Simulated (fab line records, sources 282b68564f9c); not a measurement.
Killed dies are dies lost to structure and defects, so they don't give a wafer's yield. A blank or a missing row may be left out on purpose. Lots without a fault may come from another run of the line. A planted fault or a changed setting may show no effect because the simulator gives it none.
A struck lot beside a sound one | flow rit_cmos | 22 steps out of a route of 202
Sound: wafers L469.1, L469.3, L469.5. Struck: wafers L468.1, L468.3, L468.5. The cause comes at the end.
At each step with rows: each side's tool, then ch and its chambers, then its first start. Under that, the readings that differ: sound wafers | struck wafers | difference of the means | sigmas: that difference in standard deviations of wafers without a fault.
alike: readings whose means differ by less than 2 such deviations, and words and numbers that are the same on both sides. not compared: withheld readings, readings that some wafer has no value for, bounds like >300 that may hide the same value, and numbers for which the record gives no deviation and whose values overlap.
The two part at a step that has a row with sigmas, a row that says differs or no value, or rows on one side only. Numbers that don't overlap but have no deviation are shown without sigmas and don't part them. A reading that every wafer of one side lacks parts them only if that side has two wafers or more.

first, 2 steps without rows for these wafers: RIT_NSD_HARDBAKE_07 (time 60 s); RIT_NSD_IMPLANT_08.
RIT_NSD_STRIP_09: strips in O2, time 180 s.
  sound on plasma_asher-03 ch 1, day 7 07:34; struck on plasma_asher-02 ch 0,1, day 6 23:35
  alike: drypump_motor_current_A
  not compared: rf_hours_counter_h
RIT_NSD_TW_MEAS_10:
  sound on film_metro-02, day 7 07:44; struck on film_metro-02, day 6 23:46
  alike: NSD_TW
then, 6 steps without rows for these wafers: RIT_PSD_HMDS_00 (prime time 60 s); RIT_PSD_COAT_01 (resist thk 1000 nm); RIT_PSD_SOFTBAKE_02 (time 60 s); RIT_PSD_EXPOSE_03 (exposes mask M10, target cd 40900 nm); RIT_PSD_PEB_04; RIT_PSD_DEVELOP_05 (develop time 50 s).
RIT_PSD_OVL_MEAS_06:
  sound on overlay-02, day 7 08:38; struck on overlay-02, day 7 00:48
  reading      | sound       | struck         | difference | sigmas
  PSD_OVL (nm) | 3.1 2.2 1.2 | -2.0 -3.0 -2.4 | -4.6       | -3
then, 1 step without rows for these wafers: RIT_PSD_HARDBAKE_07 (time 60 s).
RIT_PSD_IMPLANT_08:
  sound on implanter-01 ch 0, day 7 08:50; struck on implanter-04 ch 0, day 7 00:59
  reading                          | sound                         | struck                        | difference | sigmas
  dose_ions_cm2                    | 4.997e+15 5.006e+15 5.002e+15 | 1.806e+15 1.806e+15 1.801e+15 | -3.197e+15 | -99 or more
  end_station_pressure_torr (Torr) | 1.48e-05 1.6e-05 1.39e-05     | 1.05e-05 9.3e-06 9.1e-06      | -5.27e-06  | -3
  faraday_current_uA               | 13076 13910 13417             | 5515 5474 5588                | -7942      | -5
  alike: beam_on_s, tilt_deg
RIT_PSD_STRIP_09: strips in O2, time 180 s.
  sound on plasma_asher-03 ch 0,1, day 7 08:59; struck on plasma_asher-02 ch 0,1, day 7 01:08
  alike: drypump_motor_current_A
  not compared: rf_hours_counter_h
RIT_PSD_TW_MEAS_10:
  sound on film_metro-01, day 7 09:09; struck on film_metro-04, day 7 01:19
  reading | sound          | struck         | difference | sigmas
  PSD_TW  | 3402 3402 3413 | 2972 2978 2965 | -434       | -19
then, 3 steps without rows for these wafers: RIT_SDANNEAL_CLEAN_00 (cleans in SC1, time 600 s); RIT_SDANNEAL_CLEAN_01 (cleans in dHF, time 30 s); RIT_SDANNEAL_CLEAN_02 (cleans in SC2, time 600 s).
RIT_SDANNEAL_RTA_03: time 5 s.
  sound on rtp_anneal-01 ch 0, day 7 09:36; struck on rtp_anneal-02 ch 0, day 7 01:46
  alike: wafer_temp_C_max
RIT_SDANNEAL_RS_MEAS_04: measures by four-point-probe.
  sound on film_metro-01, day 7 09:40; struck on film_metro-01, day 7 01:50
  reading         | sound                | struck               | difference | sigmas
  PSD_RS (ohm/sq) | 116.00 116.02 115.88 | 131.24 131.22 131.43 | +15.33     | +59
RIT_SDANNEAL_RS_MEAS_05: measures by four-point-probe.
  sound on film_metro-01, day 7 09:47; struck on film_metro-01, day 7 01:57
  alike: NSD_RS
RIT_M1_PROBE_99:
  sound on prober-02, day 7 17:08; struck on prober-01, day 7 09:22
  reading                              | sound             | struck               | difference | sigmas
  model.etest.pmos_0p3.r_on_ohm_um     | 6355 6283 6262    | 6873 6847 6804       | +541       |
  model.etest.pmos_0p15.r_on_ohm_um    | 2724 2732 2722    | 3091 3198 3067       | +393       |
  model.etest.contact_pplus.end_ohm_um | 43.33 42.19 43.86 | 76.67 76.04 75.82    | +33.05     |
  model.etest.pmos_0p3.drive_ua_um     | 101 100.2 101.2   | 89.46 90.62 90.35    | -10.66     |
  model.etest.pmos_narrow.drive_ua_um  | 101.8 101.6 102.1 | 88.38 89.8 89.69     | -12.54     |
  model.etest.ppoly_line.rs_ohm_sq     | 16.86 16.52 16.69 | 17.45 17.52 17.53    | +0.81      |
  model.etest.vpnp.gain                | 1.079 1.073 1.084 | 0.7779 0.7986 0.7846 | -0.2916    |
  alike: killed_at_contacts, killed_at_front_end, killed_dies, killed_open, killed_short
  not compared: model.etest.ppoly_line.line_ohm_um

WHERE THEY PART
First at RIT_PSD_OVL_MEAS_06; last, within this record, at RIT_SDANNEAL_RS_MEAS_04. Later steps at which nothing parts them and some readings are alike: RIT_SDANNEAL_RS_MEAS_05, RIT_M1_PROBE_99.

WHY: what the simulator had put in
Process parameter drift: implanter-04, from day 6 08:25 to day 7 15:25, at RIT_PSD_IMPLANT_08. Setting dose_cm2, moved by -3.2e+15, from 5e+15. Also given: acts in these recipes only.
